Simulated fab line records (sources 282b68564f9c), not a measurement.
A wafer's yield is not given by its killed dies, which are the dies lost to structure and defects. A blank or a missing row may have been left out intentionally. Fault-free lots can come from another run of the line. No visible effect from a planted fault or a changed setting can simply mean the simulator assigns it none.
fab line records | flow ritCmos
record: lots: 6 wafers: 18 lastDay: 6
route steps=202 shown ACTIVE@8 FOX1@20 M1@202
lots untouched by any fault: they come from a run of this same line in which no faults occurred
startH: start of the lot's first displayed wafer, in hours after the record's first day | waitH: how many hours have passed since the lot's step before this one | " identical to the entry in the row above | L1.1+2: a row that stands for several wafers | - no value present, or no start provided | * or withheld: withheld | < > ~ a bound
route shown NAME@n: NAME is a module with steps in the file, n the number in the route of the first one | usual: average and standard deviation across the fault-free wafers | same: alike in all rows | chamber/n: place in a boat | sites: each site's reading | _std_site: the standard deviation of these | _edge_site: mean of outer sites minus mean of inner sites | radiusMm: how far each site lies from the wafer's centre | mask NAME#n: copy n | behind: the tool/chamber that last shaped the wafer | hold: why the lot went on hold/how many hours it stayed there/how the hold came to an end | device: the n, p or np transistor that did not switch | end of line: at the end of the route, the tests of the same wafers | a step without rows: its recipe alone | killed: dies lost to structure and defects at the first sort, not the wafer's yield | map: dies across one wafer; x = killed, . = not, _ = none there
set.NAME: the setting the step ran with; set.NAME@STEP: the setting that earlier step ran with | model.NAME: the simulator's own value behind a step, which no gauge read
lots at some steps of the route; a table a step, a row a wafer
services: from which hour (startH, from the record's first day; less than 0 if before it) a tool's chamber was out of use, for how many hours, and why
== steps ==
step: RIT_ACTIVE_SOFTBAKE_07
recipe: resist: NOVOLAK tempC: 90 timeS: 60
step: RIT_ACTIVE_EXPOSE_08
recipe: maskId: M1 na: 0.6 sourceShape: conventional sigmaOuter: 0.6 targetCdNm: 1400 doseMj: 225
step: RIT_ACTIVE_PEB_09
recipe: resist: NOVOLAK tempC: withheld timeS: withheld
step: RIT_ACTIVE_DEVELOP_10
recipe: resist: NOVOLAK developTimeS: 49.27 devTempC: 23
step: RIT_ACTIVE_CD_MEAS_11
recipe: targetCdNm: 1400
usual: cdNm: 1399.8/2.6
columns lot.wafer tool chamber startH waitH cdNm
L292.2 cdSem-02 - 24.46 - 1402.7
L292.4 " - " " 1403.8
L292.6 " - " " 1401.5
L295.1 cdSem-02 - 40.62 - 1400.7
L295.4 " - " " 1400.9
L295.5 " - " " 1400.9
L298.4 cdSem-02 - 55.14 - 1401.7
L298.5 " - " " 1399.6
L298.6 " - " " 1402.4
L300.2 cdSem-02 - 64.87 - 1401.2
L300.4 " - " " 1397.1
L300.6 " - " " 1398.3
L303.1 cdSem-02 - 79.56 - 1399.0
L303.3 " - " " 1398.0
L303.6 " - " " 1398.7
L307.2 cdSem-02 - 99.58 - 1398.5
L307.5 " - " " 1396.3
L307.6 " - " " 1396.1
step: RIT_ACTIVE_HARDBAKE_12
recipe: resist: NOVOLAK tempC: 140 timeS: 60
step: RIT_ACTIVE_ETCH_13
recipe: stopOn: SiO2 chemistry: SF6 target: Si3N4 timeS: 210 overEtchFrac: 0.3667 SF6_flow_sccm: 200 pressureMtorr: 260 rfW: 125 targetDepthA: 2100
usual: chamberPressureMTorr: 259.98/0.24 drypumpMotorCurrentA: 5.9/0.38 oesProductAu: 0.831/0.017 throttleValvePct: 7.51/0.14
columns lot.wafer tool chamber startH waitH chamberPressureMTorr drypumpMotorCurrentA oesProductAu rfHoursCounterH throttleValvePct
L292.2 rieDiel-03 2 24.71 0.1 260.19 6.1 0.807 70 7.63
L292.4 " 0 " " 260.13 5.9 0.853 150 7.51
L292.6 " 0 " " 260.00 5.9 0.856 - 7.50
L295.1 rieDiel-03 2 40.89 0.1 260.31 6.0 0.813 71 7.63
L295.4 " 3 " " 259.76 5.5 0.817 5 7.46
L295.5 " 0 " " 260.30 5.9 0.864 - 7.51
L298.4 rieDiel-03 1 55.42 0.1 259.39 5.2 0.837 - 7.53
L298.5 " 3 " " 259.94 5.5 0.820 - 7.48
L298.6 " 0 " " 260.55 5.9 0.855 - 7.52
L300.2 rieDiel-01 0 65.12 0.1 260.03 6.5 0.807 3 7.77
L300.4 " 2 " " 259.79 5.6 0.814 - 7.49
L300.6 " 3 " " 260.09 6.1 0.828 - 7.35
L303.1 rieDiel-04 3 79.83 0.1 260.18 5.3 0.843 108 7.60
L303.3 " 2 " " 259.91 5.9 0.835 121 7.40
L303.6 " 3 " " 260.13 5.3 0.848 - 7.60
L307.2 rieDiel-01 1 99.83 0.1 260.08 5.7 0.817 6 7.33
L307.5 " 0 " " 259.95 6.5 0.805 - 7.77
L307.6 " 3 " " 260.15 6.1 0.836 - 7.31
step: RIT_ACTIVE_STRIP_14
recipe: chemistry: O2 timeS: 180 resist: NOVOLAK platenTempC: withheld powerW: 500 pressureMtorr: 4000 o2FlowSccm: 4000
usual: chamberPressureMTorr: 4000/3.2 drypumpMotorCurrentA: 5.5/0.5
columns lot.wafer tool chamber startH waitH chamberPressureMTorr drypumpMotorCurrentA rfHoursCounterH
L292.2 plasmaAsher-03 0 24.84 0.1 4001 5.0 35
L292.4 " 1 " " 4003 6.0 -
L292.6 " 1 " " 4002 6.0 -
L295.1 plasmaAsher-01 1 41.03 0.1 3995 5.9 41
L295.4 " 0 " " 4003 5.1 -
L295.5 " 0 " " 3997 5.1 -
L298.4 plasmaAsher-01 0 55.54 0.1 3999 5.1 -
L298.5 " 1 " " 3996 5.9 -
L298.6 " 0 " " 4001 5.1 -
L300.2 plasmaAsher-03 1 65.26 0.1 4005 5.9 40
L300.4 " 0 " " 4004 5.0 -
L300.6 " 1 " " 3998 6.0 -
L303.1 plasmaAsher-01 1 79.97 0.1 4002 5.9 45
L303.3 " 1 " " 4004 5.9 -
L303.6 " 1 " " 4001 5.9 -
L307.2 plasmaAsher-04 1 99.97 0.1 4001 6.1 47
L307.5 " 0 " " 4005 4.9 -
L307.6 " 1 " " 4003 6.1 -
step: RIT_ACTIVE_CD_MEAS_90
recipe: targetCdNm: 1400
usual: cdNm: 1399.9/2.6
columns lot.wafer tool chamber startH waitH cdNm
L292.2 cdSem-01 - 25.04 0.1 1402.9
L292.4 " - " " 1403.2
L292.6 " - " " 1400.9
L295.1 cdSem-02 - 41.28 0.2 1400.7
L295.4 " - " " 1400.8
L295.5 " - " " 1401.1
L298.4 cdSem-02 - 55.72 0.1 1401.9
L298.5 " - " " 1399.6
L298.6 " - " " 1402.3
L300.2 cdSem-02 - 65.45 0.1 1401.8
L300.4 " - " " 1396.8
L300.6 " - " " 1398.7
L303.1 cdSem-01 - 80.14 0.1 1398.9
L303.3 " - " " 1397.9
L303.6 " - " " 1398.8
L307.2 cdSem-01 - 100.16 0.1 1399.1
L307.5 " - " " 1396.6
L307.6 " - " " 1396.6
step: RIT_ACTIVE_CLEAN_15
recipe: chemistry: SC1 mix: 3:3:50 timeS: 600 tempC: 75
step: RIT_ACTIVE_CLEAN_16
recipe: chemistry: dHF dilution: 50:1 timeS: 30
step: RIT_ACTIVE_CLEAN_17
recipe: chemistry: SC2 mix: 3:3:50 timeS: 600 tempC: 75 dry: n2Spin
step: RIT_FOX1_OXIDATION_00
recipe: tempC: 1100 ambient: H2O targetThkA: 3507 pH2oTorr: 720 oxTimeS: 1130
usual: oxTempC: 1100.1/0.51 oxTimeS: 1130/0 tube_center_temp_C_max: 1102.8/0.52 zonePowerLoadPct: 48/4.9
columns lot.wafer tool chamber startH waitH oxTempC oxTimeS tube_center_temp_C_max zonePowerLoadPct model.SiO2_of_FOX1_OXIDATION_00.thkNm
L292.2 furnace-03 0 25.69 0.2 1099.5 1130 1103.0 48 348.2
L292.4 " 0 " " 1100.0 1130 1102.6 48 345.9
L292.6 " 0 " " 1100.0 1130 1102.7 48 346.6
L295.1 furnace-03 0 42.78 1.0 1100.0 1638.5 1103.5 48 435.3
L295.4 " 0 " " 1099.2 1638.5 1103.3 48 435.3
L295.5 " 0 " " 1100.3 1638.5 1102.8 48 439.9
L298.4 furnace-01 0 56.14 0.0 1100.6 1130 1103.1 55 349.9
L298.5 " 0 " " 1100.4 1130 1103.0 55 346.2
L298.6 " 0 " " 1100.2 1130 1103.3 54 346.5
L300.2 furnace-03 0 66.62 0.7 1100.4 1638.5 1102.8 48 423
L300.4 " 0 " " 1099.5 1638.5 1102.7 48 424.7
L300.6 " 0 " " 1100.2 1638.5 1103.0 48 424.1
L303.1 furnace-04 0 80.65 0.0 1099.6 1130 1102.5 41 339.2
L303.3 " 0 " " 1100.3 1130 1102.7 42 347.5
L303.6 " 0 " " 1100.8 1130 1102.4 42 348.8
L307.2 furnace-04 0 100.63 0.0 1099.6 1130 1102.3 41 336.9
L307.5 " 0 " " 1099.8 1130 1103.1 41 336.1
L307.6 " 0 " " 1099.8 1130 1102.4 41 348.7
step: RIT_FOX1_THK_MEAS_01
recipe: reads: SiO2_of_FOX1_OXIDATION_00
usual: FOX1_OXIDE_THK: 345/6
columns lot.wafer tool chamber startH waitH FOX1_OXIDE_THK[nm]
L292.2 filmMetro-03 - 27.02 0.0 348
L292.4 " - " " 346
L292.6 " - " " 347
L295.1 filmMetro-01 - 44.09 0.0 435
L295.4 " - " " 436
L295.5 " - " " 440
L298.4 filmMetro-03 - 57.49 0.0 350
L298.5 " - " " 346
L298.6 " - " " 347
L300.2 filmMetro-04 - 67.94 0.0 423
L300.4 " - " " 425
L300.6 " - " " 424
L303.1 filmMetro-03 - 81.96 0.0 339
L303.3 " - " " 348
L303.6 " - " " 349
L307.2 filmMetro-03 - 101.96 0.0 337
L307.5 " - " " 336
L307.6 " - " " 349
step: RIT_FOX1_WET_ETCH_02
recipe: chemistry: BOE targetDepthNm: 350 timeS: 390 tempC: 21.5 dry: n2Spin dilution: 10:1 target: SiO2
step: RIT_M1_PROBE_99
usual: killed_at_M0_to_M3: 0.0/0.16 killedAtContacts: 0.1/0.24 killedAtFrontEnd: 6.7/2.9 killedDies: 6.8/2.9 killedOpen: 3.5/1.8 killedShort: 3.3/2.1
same: grossDies: 264 killed_at_M4_up: 0 killedAtBackSide: 0 killedAtOther: 0
columns lot.wafer tool chamber startH waitH killed_at_M0_to_M3 killedAtContacts killedAtFrontEnd killedDies killedOpen killedShort model.etest.pldd.widthNm model.etest.nldd.widthNm model.etest.pplusSal.widthNm model.etest.nplusSal.widthNm model.etest.nmosNarrow.driveUaUm model.etest.pmosNarrow.driveUaUm model.etest.polyCombOverSteps.leakLog10AUm model.etest.fieldP.vtV
L292.2 prober-02 - 66.79 0.1 0 0 5 5 1 4 3201 3193 3460 3455 228.2 104.4 -12.79 -13.11
L292.4 prober-02 - 66.89 0.2 0 0 6 6 4 2 3195 3207 3481 3469 228.2 105.1 -12.8 -13.08
L292.6 prober-02 - 66.99 0.2 0 0 9 9 2 6 3197 3214 3454 3462 228.2 103.5 -12.87 -13.1
L295.1 prober-01 - 84.30 0.1 0 0 5 5 2 3 3082 3093 3378 3349 217.2 99.65 -11.43 -11.77
L295.4 prober-01 - 84.45 0.2 0 0 2 2 2 0 3087 3084 3360 3345 216.8 99.74 -12.56 -11.68
L295.5 prober-01 - 84.50 0.2 1 1 7 9 2 7 3084 3093 3363 3374 212.1 97.35 -12.64 -11.69
L298.4 prober-02 - 96.89 0.2 0 0 6 6 4 2 3198 3201 3459 3439 231.4 107 -12.81 -12.44
L298.5 prober-02 - 96.94 0.2 0 0 15 15 7 8 3190 3186 3459 3444 228.1 105.6 -12.94 -12.4
L298.6 prober-02 - 96.99 0.2 0 0 6 6 3 3 3198 3188 3449 3447 233.8 107.3 -12.74 -12.47
L300.2 prober-02 - 109.00 0.1 0 0 7 7 5 2 3119 3078 3400 3365 209.3 95.03 -12.05 -12.46
L300.4 prober-02 - 109.10 0.2 0 0 3 3 3 0 3120 3104 3363 3370 206.5 93.87 -10.81 -12.38
L300.6 prober-02 - 109.20 0.2 0 0 5 5 5 0 3103 3104 3367 3387 211.3 96.57 -10.85 -12.38
L303.1 prober-01 - 121.85 0.1 0 0 5 5 4 1 3195 3196 3454 3442 233.5 110.1 -12.11 -12.84
L303.3 prober-01 - 121.95 0.2 0 0 10 10 6 4 3187 3196 3430 3447 224.3 107.9 -12.78 -12.78
L303.6 prober-01 - 122.10 0.2 0 0 5 5 5 0 3200 3180 3440 3451 223.4 106.7 -11.85 -12.82
L307.2 prober-01 - 145.16 0.1 0 0 4 4 3 1 3196 3195 3456 3451 236.5 107.9 -12.71 -13.11
L307.5 prober-01 - 145.31 0.2 0 0 7 7 4 3 3196 3180 3461 3451 232.6 104.9 -12.89 -13.11
L307.6 prober-01 - 145.36 0.2 0 0 11 11 3 8 3175 3196 3445 3448 228.9 101.6 -12.85 -13.06
killed by level:class
L292.2 FOX1:geometricParticle:short=2 REOX:geometricParticle:open=1 REOX:geometricParticle:short=1 SPACER:geometricParticle:short=1
L292.4 GATE:geometricParticle:open=2 SPACER:geometricParticle:open=2 GATE:geometricParticle:short=1 REOX:geometricParticle:short=1
L292.6 GATE:geometricParticle:short=2 SPACER:geometricParticle:short=2 FOX1:geometricParticle:short=1 REOX:geometricParticle:open=1 REOX:geometricParticle:short=1 SPACER:geometricParticle:open=1 PWELL:coatMicrobubblePrinted=1
L295.1 REOX:geometricParticle:open=2 FOX1:geometricParticle:short=1 FOX2:geometricParticle:short=1 GATE:geometricParticle:short=1
L295.4 GATE:geometricParticle:open=2
L295.5 FOX1:geometricParticle:short=2 SILICIDE:geometricParticle:short=2 GATE:geometricParticle:short=1 SPACER:geometricParticle:short=1 SILICIDE:geometricParticle:open=1 CONTACT:geometricParticle:open=1 M1:geometricParticle:short=1
L298.4 GATE:geometricParticle:open=2 REOX:geometricParticle:short=2 SILICIDE:geometricParticle:open=2
L298.5 REOX:geometricParticle:short=4 GATE:geometricParticle:short=3 GATE:geometricParticle:open=3 REOX:geometricParticle:open=2 FOX2:geometricParticle:open=1 SILICIDE:geometricParticle:short=1 SILICIDE:geometricParticle:open=1
L298.6 GATE:geometricParticle:short=2 FOX1:geometricParticle:open=1 GATE:geometricParticle:open=1 REOX:geometricParticle:short=1 REOX:geometricParticle:open=1
L300.2 GATE:geometricParticle:open=2 SPACER:geometricParticle:open=2 FOX1:geometricParticle:short=1 REOX:geometricParticle:open=1 SPACER:geometricParticle:short=1
L300.4 FOX2:geometricParticle:open=1 GATE:geometricParticle:open=1 REOX:geometricParticle:open=1
L300.6 GATE:geometricParticle:open=2 SPACER:geometricParticle:open=2 REOX:geometricParticle:open=1
L303.1 FOX2:geometricParticle:short=1 GATE:geometricParticle:open=1 REOX:geometricParticle:open=1 SPACER:geometricParticle:open=1 SILICIDE:geometricParticle:open=1
L303.3 SILICIDE:geometricParticle:open=3 REOX:geometricParticle:open=2 SILICIDE:geometricParticle:short=2 GATE:geometricParticle:short=1 SPACER:geometricParticle:open=1 SPACER:geometricParticle:short=1
L303.6 GATE:geometricParticle:open=3 FOX2:geometricParticle:open=1 SILICIDE:geometricParticle:open=1
L307.2 GATE:geometricParticle:open=1 SPACER:geometricParticle:short=1 SPACER:geometricParticle:open=1 SILICIDE:geometricParticle:open=1
L307.5 GATE:geometricParticle:short=2 GATE:geometricParticle:open=2 FOX1:geometricParticle:open=1 REOX:geometricParticle:short=1 SPACER:geometricParticle:open=1
L307.6 SPACER:geometricParticle:short=5 GATE:geometricParticle:open=3 GATE:geometricParticle:short=2 SILICIDE:geometricParticle:short=1
== services ==
columns tool chamber startH hours kind
furnace-04 - 48.60 4.5 pm
rieDiel-03 2 54.87 5.5 repair
rieDiel-01 1 59.20 21.4 repair
rieDiel-04 - 62.88 2.8 pm
rieDiel-04 3 70.85 2.9 repair
rieDiel-01 2 80.58 - clean
rieDiel-01 2 80.58 10.5 scheduledDown
rieDiel-01 2 80.58 10.5 ventCycle
rieDiel-03 1 82.92 14.0 repair
furnace-01 - 98.39 2.6 pm
== key ==
firstSign: step: RIT_FOX1_OXIDATION_00 reading: oxTimeS direction: up sigmas: 99+ usual: * struck: *
effect: step: RIT_FOX1_THK_MEAS_01 reading: FOX1_OXIDE_THK direction: up sigmas: 14 usual: 345 struck: 430
modelEffect: step: RIT_FOX1_OXIDATION_00 value: SiO2_of_FOX1_OXIDATION_00.thkNm without: 343.7 struck: 430.4
modelEffect: step: RIT_M1_PROBE_99 value: etest.pldd.widthNm without: 3206 struck: 3099
metAt RIT_FOX1_OXIDATION_00
struckWafers L295.1,L295.4,L295.5,L300.2,L300.4,L300.6
testerLeftOut L295,L300
onsetBetween 25.69 42.78
fault: kind: processParameterDrift tool: furnace-03 chamber: - onsetH: 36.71 steps: RIT_FOX1_OXIDATION_00 channel: oxTimeS offset: * shape: step endH: 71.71 actsIn: * stated: *
testerLeftOut: of these lots the tester's yield and bins aren't shown, on N5 and GAA mostly nor the transistor test; their killed dies are dies lost to structure and defects alone, not to doping, threshold or leakage, so they don't give the yield
